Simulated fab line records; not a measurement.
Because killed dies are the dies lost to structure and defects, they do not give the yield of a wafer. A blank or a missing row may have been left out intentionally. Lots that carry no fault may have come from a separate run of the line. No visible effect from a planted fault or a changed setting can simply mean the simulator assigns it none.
fab line records	flow berkeley_cmos170
record: lots: 14	wafers: 42	last_day: 11
route steps=331 shown GATE@141 SPACER@173 PLDD@208 NLDD@209 SILICIDE@211 CONTACT@222
lots that met no fault: from a run of the same line without faults
start_h: hours from the record's opening day to when the first of the lot's shown wafers began	wait_h: hours elapsed since this lot's preceding step	" the same as in the row above	L1.1+2: a single row standing in for several wafers	- no value, or no start was given	* or withheld: withheld	< > ~ a bound
route shown NAME@n: names a module that has steps shown in the file, with the first one's number in the route	usual: mean and standard deviation over wafers with no fault	same: alike in all rows	chamber/n: place in a boat	sites: each site's reading	_std_site: how widely they spread, as a standard deviation	_edge_site: the outer-site mean with the inner-site mean subtracted	radius_mm: for every site, how far away it sits from the centre of the wafer	mask NAME#n: copy n	behind: the tool/chamber that last shaped the wafer	hold: why the lot was held/for how many hours/how that ended	device: the n, p or np transistor that did not switch	end of line: tests run on the same wafers once the route is complete	a step with no rows: only its recipe	killed: dies lost to structure and defects at the first sort, not the wafer's yield	map: the dies of a wafer, with x for killed, . for not killed, _ for no die there
set.NAME: setting as actually run; set.NAME@STEP: the setting as run at that earlier step	model.NAME: the simulator's own value behind a step, which no gauge read
one table for each step of the route and one row for each wafer, over a sample of lots
services: the hour from which a tool's chamber was out of use, counted from the record's first day as start_h (under 0 if before that day), plus the number of hours and why
== steps ==
step: UCB170_GATE_ETCH_15
recipe: chemistry: HBr/Cl2	target: poly-Si	stop_on: SiO2	over_etch_frac: 0.3	icp_w: 300	bias_w: 150	time_s: 56.3	pressure_mtorr: 15	HBr_flow_sccm: 150	Cl2_flow_sccm: 50	target_depth_a: 2782
usual: chamber_pressure_mTorr: 15.000/0.013	drypump_motor_current_A: 5.7/0.37	he_backside_leak_sccm: 2.6/0.37	oes_product_au: 0.833/0.0096	throttle_valve_pct: 26.41/0.21
lot.wafer	tool	chamber	start_h	wait_h	chamber_pressure_mTorr	drypump_motor_current_A	he_backside_leak_sccm	oes_product_au	rf_hours_counter_h	throttle_valve_pct
L726.1	rie_si-01	2	134.28	-	14.989	5.4	2.2	0.832	0	26.20
L726.2	"	3	"	"	15.003	6.1	2.5	0.833	16	26.59
L726.5	"	1	"	"	14.997	6.1	2.5	0.815	-	26.09
L729.1	rie_si-01	2	140.24	-	14.992	5.3	2.2	0.841	0	26.22
L729.3	"	1	"	"	14.987	6.0	2.4	0.824	2	26.10
L729.4	"	3	"	"	15.014	6.1	2.6	0.829	16	26.58
L731.1	rie_si-02	1	151.01	-	15.003	5.8	2.9	0.825	10	26.41
L731.3	"	3	"	"	15.018	6.0	2.4	0.826	23	26.55
L731.4	"	0	"	"	15.005	5.6	3.3	0.831	-	26.67
L730.1	rie_si-01	0	151.17	-	14.998	6.0	2.4	0.834	2	26.21
L730.2	"	2	"	"	15.005	5.3	2.2	0.834	0	26.21
L730.4	"	3	"	"	14.993	6.1	2.5	0.844	16	26.57
L733.2	rie_si-01	0	152.79	-	15.023	6.0	2.3	0.836	2	26.20
L733.4	"	2	"	"	15.001	5.3	2.3	0.846	0	26.21
L733.6	"	3	"	"	15.018	6.1	2.5	0.837	-	26.60
L735.2	rie_si-02	1	177.05	-	15.024	5.8	2.8	0.837	10	26.42
L735.4	"	2	"	"	14.973	5.0	2.5	0.845	0	26.64
L735.6	"	3	"	"	15.008	6.0	2.3	0.839	-	26.57
L734.1	rie_si-02	2	177.89	-	15.014	4.9	2.5	0.857	0	26.64
L734.2	"	1	"	"	15.016	5.8	2.8	0.836	10	26.42
L734.5	"	3	"	"	15.021	5.9	2.3	0.826	-	26.57
L740.2	rie_si-01	3	189.50	-	14.985	6.1	3.5	0.832	16	26.59
L740.3	"	1	"	"	14.980	6.0	2.5	0.822	2	26.09
L740.5	"	1	"	"	14.991	6.1	2.7	0.826	-	26.08
L739.1	rie_si-02	0	189.74	-	14.990	5.6	3.1	0.832	0	26.67
L739.2	"	3	"	"	15.000	6.0	2.4	0.822	23	26.56
L739.4	"	2	"	"	14.983	4.9	2.7	0.841	0	26.62
L742.1	rie_si-01	3	200.61	-	14.999	6.1	2.5	0.845	16	26.58
L742.5	"	1	"	"	15.021	6.1	2.6	0.842	-	26.08
L742.6	"	0	"	"	14.990	6.1	2.5	0.843	-	26.21
L743.2	rie_si-02	2	200.73	-	15.001	5.0	2.7	0.840	0	26.63
L743.3	"	3	"	"	14.984	6.0	2.2	0.825	23	26.56
L743.6	"	3	"	"	14.971	6.0	2.3	0.825	-	26.56
L741.1	rie_si-01	0	206.21	-	14.980	6.0	2.4	0.838	2	26.20
L741.2	"	3	"	"	14.993	6.1	2.6	0.824	16	26.59
L741.5	"	3	"	"	15.000	6.1	2.6	0.846	-	26.58
L745.1	rie_si-02	3	208.84	-	15.027	5.9	2.3	0.827	23	26.58
L745.4	"	0	"	"	15.006	5.6	3.2	0.837	0	26.67
L745.5	"	1	"	"	14.993	5.8	2.7	0.833	-	26.42
L747.1	rie_si-01	0	226.12	-	15.033	6.0	4.6	0.840	2	26.22
L747.2	"	1	"	"	14.997	6.1	2.5	0.822	2	26.09
L747.4	"	2	"	"	15.017	5.3	2.2	0.830	1	26.20
step: UCB170_SPACER_ANNEAL_02
recipe: temp_c: 900	time_s: 1800	ambient: N2
usual: zone_power_centre_pct: 45/4.6
lot.wafer	tool	chamber	start_h	wait_h	zone_power_centre_pct
L726.1	furnace-04	0	142.70	1.5	50
L726.2	"	0	"	"	50
L726.5	"	0	"	"	49
L729.1	furnace-02	0	146.55	1.9	40
L729.3	"	0	"	"	40
L729.4	"	0	"	"	40
L730.1	furnace-04	0	158.60	2.8	50
L730.2	"	0	"	"	50
L730.4	"	0	"	"	49
L731.1	furnace-04	0	158.60	3.0	50
L731.3	"	0	"	"	50
L731.4	"	0	"	"	50
L733.2	furnace-04	0	158.60	1.6	51
L733.4	"	0	"	"	50
L733.6	"	0	"	"	49
L734.1	furnace-02	0	183.48	0.5	40
L734.2	"	0	"	"	40
L734.5	"	0	"	"	39
L735.2	furnace-02	0	183.48	2.5	40
L735.4	"	0	"	"	40
L735.6	"	0	"	"	40
L739.1	furnace-03	0	197.82	3.1	43
L739.2	"	0	"	"	44
L739.4	"	0	"	"	43
L740.2	furnace-03	0	197.82	3.7	44
L740.3	"	0	"	"	43
L740.5	"	0	"	"	44
L742.1	furnace-04	0	210.03	3.0	50
L742.5	"	0	"	"	48
L742.6	"	0	"	"	50
L743.2	furnace-04	0	210.03	2.7	51
L743.3	"	0	"	"	50
L743.6	"	0	"	"	50
L741.1	furnace-04	0	214.38	2.2	50
L741.2	"	0	"	"	49
L741.5	"	0	"	"	50
L745.1	furnace-04	0	214.38	0.6	49
L745.4	"	0	"	"	50
L745.5	"	0	"	"	50
L747.1	furnace-03	0	235.07	4.6	45
L747.2	"	0	"	"	44
L747.4	"	0	"	"	43
step: UCB170_SDANNEAL_RS_MEAS_04
recipe: thk_meas_gauge: four-point-probe
usual: PLDD_RS: 1032.3/2.4
lot.wafer	tool	chamber	start_h	wait_h	PLDD_RS[ohm/sq]
L726.1	film_metro-03	-	150.19	0.1	1033.1
L726.2	"	-	"	"	1032.1
L726.5	"	-	"	"	1031.9
L729.1	film_metro-02	-	153.05	0.1	1034.1
L729.3	"	-	"	"	1033.2
L729.4	"	-	"	"	1032.3
L731.1	film_metro-02	-	165.76	0.1	1032.8
L731.3	"	-	"	"	1032.8
L731.4	"	-	"	"	1033.3
L730.1	film_metro-01	-	166.23	0.1	1034.4
L730.2	"	-	"	"	1032.5
L730.4	"	-	"	"	1034.5
L733.2	film_metro-02	-	166.57	0.1	1035.1
L733.4	"	-	"	"	1036.4
L733.6	"	-	"	"	1031.9
L735.2	film_metro-03	-	190.66	0.1	1032.4
L735.4	"	-	"	"	1030.3
L735.6	"	-	"	"	1031.8
L734.1	film_metro-02	-	191.99	0.1	1034.8
L734.2	"	-	"	"	1034.9
L734.5	"	-	"	"	1036.3
L740.2	film_metro-03	-	207.31	0.1	1029.2
L740.3	"	-	"	"	1034.9
L740.5	"	-	"	"	1035.0
L739.1	film_metro-02	-	207.48	0.1	1033.5
L739.2	"	-	"	"	1034.2
L739.4	"	-	"	"	1036.1
L742.1	film_metro-03	-	218.24	0.1	1029.9
L742.5	"	-	"	"	1028.8
L742.6	"	-	"	"	1034.1
L743.2	film_metro-01	-	218.66	0.1	1028.1
L743.3	"	-	"	"	1028.5
L743.6	"	-	"	"	1029.9
L745.1	film_metro-02	-	221.41	0.1	956.0
L745.4	"	-	"	"	954.6
L745.5	"	-	"	"	953.6
L741.1	film_metro-03	-	221.65	0.1	951.0
L741.2	"	-	"	"	944.9
L741.5	"	-	"	"	947.6
L747.1	film_metro-03	-	244.91	0.1	1034.1
L747.2	"	-	"	"	1034.0
L747.4	"	-	"	"	1031.9
step: UCB170_SDANNEAL_RS_MEAS_05
recipe: thk_meas_gauge: four-point-probe
usual: NLDD_RS: 616.2/1.8
lot.wafer	tool	chamber	start_h	wait_h	NLDD_RS[ohm/sq]
L726.1	film_metro-03	-	150.31	0.1	613.7
L726.2	"	-	"	"	616.2
L726.5	"	-	"	"	615.9
L729.1	film_metro-02	-	153.17	0.1	614.3
L729.3	"	-	"	"	613.2
L729.4	"	-	"	"	616.1
L731.1	film_metro-02	-	165.88	0.1	616.6
L731.3	"	-	"	"	618.8
L731.4	"	-	"	"	618.3
L730.1	film_metro-01	-	166.35	0.1	617.3
L730.2	"	-	"	"	616.6
L730.4	"	-	"	"	615.8
L733.2	film_metro-02	-	166.69	0.1	614.9
L733.4	"	-	"	"	616.7
L733.6	"	-	"	"	616.9
L735.2	film_metro-03	-	190.78	0.1	615.9
L735.4	"	-	"	"	617.5
L735.6	"	-	"	"	615.0
L734.1	film_metro-02	-	192.11	0.1	616.5
L734.2	"	-	"	"	616.6
L734.5	"	-	"	"	615.6
L740.2	film_metro-03	-	207.43	0.1	617.1
L740.3	"	-	"	"	616.1
L740.5	"	-	"	"	615.5
L739.1	film_metro-02	-	207.60	0.1	616.2
L739.2	"	-	"	"	617.1
L739.4	"	-	"	"	616.7
L742.1	film_metro-03	-	218.36	0.1	616.0
L742.5	"	-	"	"	618.2
L742.6	"	-	"	"	617.4
L743.2	film_metro-01	-	218.78	0.1	613.1
L743.3	"	-	"	"	614.2
L743.6	"	-	"	"	613.9
L745.1	film_metro-02	-	221.53	0.1	607.3
L745.4	"	-	"	"	607.5
L745.5	"	-	"	"	607.1
L741.1	film_metro-03	-	221.77	0.1	604.1
L741.2	"	-	"	"	605.3
L741.5	"	-	"	"	605.5
L747.1	film_metro-03	-	245.03	0.1	618.7
L747.2	"	-	"	"	618.3
L747.4	"	-	"	"	617.6
step: UCB170_SILICIDE_SPUTTER_01
recipe: material: Ti	target_thk_nm: 30	time_s: 25	power_w: 1500	chamber_pressure_pa: 0.5
usual: throttle_valve_pct: 29.9/1.3
lot.wafer	tool	chamber	start_h	wait_h	throttle_valve_pct
L726.1	pvd_sputter-01	-	150.50	0.0	31.1
L726.2	"	-	"	"	30.6
L726.5	"	-	"	"	31.2
L729.1	pvd_sputter-03	-	153.36	0.0	30.7
L729.3	"	-	"	"	28.3
L729.4	"	-	"	"	30.0
L731.1	pvd_sputter-04	-	166.07	0.0	30.2
L731.3	"	-	"	"	31.0
L731.4	"	-	"	"	31.3
L730.1	pvd_sputter-03	-	166.54	0.0	30.6
L730.2	"	-	"	"	29.9
L730.4	"	-	"	"	28.3
L733.2	pvd_sputter-01	-	166.85	0.0	30.8
L733.4	"	-	"	"	31.3
L733.6	"	-	"	"	30.8
L735.2	pvd_sputter-01	-	190.95	0.0	30.6
L735.4	"	-	"	"	31.3
L735.6	"	-	"	"	28.5
L734.1	pvd_sputter-03	-	192.30	0.0	30.0
L734.2	"	-	"	"	30.8
L734.5	"	-	"	"	30.7
L740.2	pvd_sputter-04	-	207.59	0.0	31.4
L740.3	"	-	"	"	30.1
L740.5	"	-	"	"	31.2
L739.1	pvd_sputter-01	-	207.79	0.0	28.9
L739.2	"	-	"	"	30.7
L739.4	"	-	"	"	28.4
L742.1	pvd_sputter-03	-	218.55	0.0	30.6
L742.5	"	-	"	"	30.1
L742.6	"	-	"	"	30.6
L743.2	pvd_sputter-01	-	218.96	0.0	31.2
L743.3	"	-	"	"	28.6
L743.6	"	-	"	"	28.1
L745.1	pvd_sputter-04	-	221.72	0.0	31.1
L745.4	"	-	"	"	31.3
L745.5	"	-	"	"	31.4
L741.1	pvd_sputter-03	-	221.96	0.0	30.1
L741.2	"	-	"	"	26.7
L741.5	"	-	"	"	30.4
L747.1	pvd_sputter-01	-	245.22	0.0	28.5
L747.2	"	-	"	"	31.3
L747.4	"	-	"	"	30.5
step: UCB170_CONTACT_STRIP_06
recipe: chemistry: O2	power_w: 400	pressure_mtorr: 3500	platen_temp_c: withheld	o2_flow_sccm: 400	overash_fraction: 0.5
usual: chamber_pressure_mTorr: 3500/3.2	drypump_motor_current_A: 5.5/0.46	oes_product_au: 0.734/0.0042	strip_time_to_endpoint_s: 21.98/0.061
same: overash_fraction: 0.5
lot.wafer	tool	chamber	start_h	wait_h	chamber_pressure_mTorr	drypump_motor_current_A	oes_product_au	rf_hours_counter_h	strip_time_to_endpoint_s
L726.1	plasma_asher-03	1	153.92	0.1	3495	5.4	0.737	40	21.99
L726.2	"	0	"	"	3499	5.1	0.728	40	22.05
L726.5	"	1	"	"	3500	5.4	0.744	-	22.06
L729.1	plasma_asher-03	1	156.15	0.1	3504	5.4	0.734	41	22.13
L729.3	"	0	"	"	3500	5.1	0.736	-	22.10
L729.4	"	1	"	"	3500	5.4	0.730	-	22.10
L731.1	plasma_asher-03	0	170.18	0.1	3499	5.1	0.724	42	21.89
L731.3	"	0	"	"	3498	5.1	0.742	-	21.89
L731.4	"	1	"	"	3497	5.4	0.733	-	21.91
L730.1	plasma_asher-04	1	170.19	0.1	3499	6.2	0.727	45	21.93
L730.2	"	0	"	"	3499	5.4	0.726	45	21.93
L730.4	"	1	"	"	3494	6.2	0.729	-	21.91
L733.2	plasma_asher-03	1	170.43	0.1	3501	5.4	0.740	42	21.97
L733.4	"	1	"	"	3502	5.4	0.735	-	21.92
L733.6	"	0	"	"	3501	5.1	0.738	-	21.94
L735.2	plasma_asher-03	0	193.87	0.1	3497	5.2	0.730	45	21.94
L735.4	"	0	"	"	3500	5.1	0.733	-	21.96
L735.6	"	0	"	"	3501	5.1	0.731	-	21.97
L734.1	plasma_asher-03	1	195.76	0.1	3496	5.4	0.735	46	22.00
L734.2	"	0	"	"	3499	5.1	0.726	46	22.01
L734.5	"	1	"	"	3505	5.4	0.734	-	21.99
L739.1	plasma_asher-04	1	210.74	0.1	3501	6.2	0.737	50	21.91
L739.2	"	0	"	"	3505	5.4	0.737	50	21.96
L739.4	"	0	"	"	3501	5.4	0.738	-	21.91
L740.2	plasma_asher-02	1	210.74	0.1	3499	6.0	0.733	52	21.87
L740.3	"	0	"	"	3499	4.8	0.736	-	21.95
L740.5	"	0	"	"	3498	4.8	0.733	-	21.89
L742.1	plasma_asher-03	1	221.32	0.1	3501	5.4	0.734	49	21.97
L742.5	"	0	"	"	3499	5.1	0.739	-	21.99
L742.6	"	1	"	"	3501	5.4	0.732	-	21.99
L743.2	plasma_asher-04	1	222.01	0.1	3499	6.2	0.731	51	21.96
L743.3	"	1	"	"	3496	6.2	0.740	-	21.93
L743.6	"	0	"	"	3496	5.4	0.734	-	21.95
L745.1	plasma_asher-03	1	225.02	0.1	3505	5.4	0.741	49	22.11
L745.4	"	0	"	"	3495	5.1	0.738	-	21.96
L745.5	"	1	"	"	3499	5.4	0.740	-	22.10
L741.1	plasma_asher-04	0	225.15	0.1	3501	5.4	0.734	52	22.05
L741.2	"	1	"	"	3501	6.2	0.728	52	22.04
L741.5	"	0	"	"	3502	5.4	0.735	-	22.00
L747.1	plasma_asher-04	1	248.52	0.1	3498	6.2	0.735	55	22.06
L747.2	"	0	"	"	3501	5.4	0.737	55	22.02
L747.4	"	1	"	"	3506	6.2	0.730	-	22.04
== services ==
tool	chamber	start_h	hours	kind
pvd_sputter-03	-	132.65	2.6	repair
plasma_asher-02	-	134.17	10.2	repair
rie_si-02	2	138.59	-	clean
rie_si-02	2	138.59	20.9	scheduled_down
rie_si-02	2	138.59	20.9	vent_cycle
rie_si-02	-	147.96	0.2	repair
plasma_asher-02	-	153.43	1.5	repair
furnace-02	-	153.55	3.2	pm
furnace-04	-	161.45	2.0	pm
pvd_sputter-01	-	169.12	1.4	repair
pvd_sputter-03	-	176.14	2.4	repair
plasma_asher-04	-	177.67	3.6	repair
furnace-02	-	199.58	2.5	pm
pvd_sputter-04	3	204.91	-	consumable_replace:kit
pvd_sputter-04	3	204.91	18.0	scheduled_down
pvd_sputter-04	3	204.91	18.0	vent_cycle
rie_si-02	2	214.36	10.4	repair
plasma_asher-02	-	219.31	10.5	repair
furnace-04	-	220.15	3.2	pm
plasma_asher-02	-	228.12	1.6	repair
plasma_asher-02	-	237.48	1.3	repair
== key ==
first_sign: step: UCB170_SDANNEAL_RS_MEAS_04	reading: PLDD_RS	direction: down	sigmas: 33	usual: 1032.3	struck: 951.3
effect: step: UCB170_SDANNEAL_RS_MEAS_05	reading: NLDD_RS	direction: down	sigmas: 5.5	usual: 616.2	struck: 606.1
met_at UCB170_SPACER_ANNEAL_02
struck_lots L741,L745
tester_left_out L741,L745
not_acting_at UCB170_GATE_ETCH_15,UCB170_SILICIDE_SPUTTER_01,UCB170_CONTACT_STRIP_06
onset_between 210.03 214.38
fault: kind: process_parameter_drift	tool: furnace-04	chamber: -	onset_h: 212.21	steps: UCB170_SPACER_ANNEAL_02	channel: time_s	offset: *	shape: step	end_h: 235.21	acts_in: *	stated: *
tester_left_out: of these lots the tester's yield and bins aren't shown, on N5 and GAA mostly nor the transistor test; their killed dies are dies lost to structure and defects alone, not to doping, threshold or leakage, so they don't give the yield
